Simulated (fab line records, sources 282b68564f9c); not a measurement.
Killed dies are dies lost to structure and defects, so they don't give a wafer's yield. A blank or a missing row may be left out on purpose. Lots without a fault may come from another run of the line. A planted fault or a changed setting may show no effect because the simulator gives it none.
A struck lot beside a sound one | flow rit_cmos | 14 steps out of a route of 202
Sound: wafers L412.1, L412.3, L412.4. Struck: wafers L403.3, L403.5, L403.6. The cause comes at the end.
At each step with rows: each side's tool, then ch and its chambers, then its first start. Under that, the readings that differ: sound wafers | struck wafers | difference of the means | sigmas: that difference in standard deviations of wafers without a fault.
alike: readings whose means differ by less than 2 such deviations, and words and numbers that are the same on both sides. not compared: withheld readings, readings that some wafer has no value for, bounds like >300 that may hide the same value, and numbers for which the record gives no deviation and whose values overlap.
The two part at a step that has a row with sigmas, a row that says differs or no value, or rows on one side only. Numbers that don't overlap but have no deviation are shown without sigmas and don't part them. A reading that every wafer of one side lacks parts them only if that side has two wafers or more.

first, 4 steps without rows for these wafers: RIT_NWELL_SOFTBAKE_02 (time 60 s); RIT_NWELL_EXPOSE_03 (exposes mask M2, target cd 43900 nm); RIT_NWELL_PEB_04; RIT_NWELL_DEVELOP_05 (develop time 68 s).
RIT_NWELL_OVL_MEAS_06:
  sound on overlay-01, day 5 04:55; struck on overlay-01, day 3 08:01
  alike: NWELL_OVL
then, 2 steps without rows for these wafers: RIT_NWELL_HARDBAKE_07 (time 120 s); RIT_NWELL_IMPLANT_08.
RIT_NWELL_STRIP_09: strips in O2, time 180 s.
  sound on plasma_asher-04 ch 0,1, day 5 05:22; struck on plasma_asher-03 ch 0,1, day 3 08:38
  alike: drypump_motor_current_A
  not compared: rf_hours_counter_h
RIT_NWELL_TW_MEAS_10:
  sound on film_metro-03, day 5 05:32; struck on film_metro-02, day 3 08:47
  alike: NWELL_TW
then, 2 steps without rows for these wafers: RIT_PWELL_HMDS_00 (prime time 60 s); RIT_PWELL_COAT_01 (resist thk 1300 nm).
RIT_PWELL_SOFTBAKE_02: time 61.31 s.
  sound on litho_track-02 ch 0, day 5 05:53; struck on litho_track-02 ch 0, day 3 09:10
  alike: heater_power_total_W, plate_sensor_t_centre_C, plate_sensor_t_edge_C, softbake_temp_c
RIT_PWELL_EXPOSE_03: exposes mask M3, target cd 43700 nm.
  sound on iline_stepper-02 ch 0, day 5 06:10; struck on iline_stepper-01, day 3 09:18
  no value came back on the struck wafers for exposure_dose_mJ_cm2, focus_offset_nm (nm), reticle_temp_C (C); on the sound wafers exposure_dose_mJ_cm2 reads 250.19 249.86 249.74
  alike: mask
then, 1 step without rows for these wafers: RIT_PWELL_PEB_04.

WHERE THEY PART
Only at RIT_PWELL_EXPOSE_03, within this record.

WHY: what the simulator had put in
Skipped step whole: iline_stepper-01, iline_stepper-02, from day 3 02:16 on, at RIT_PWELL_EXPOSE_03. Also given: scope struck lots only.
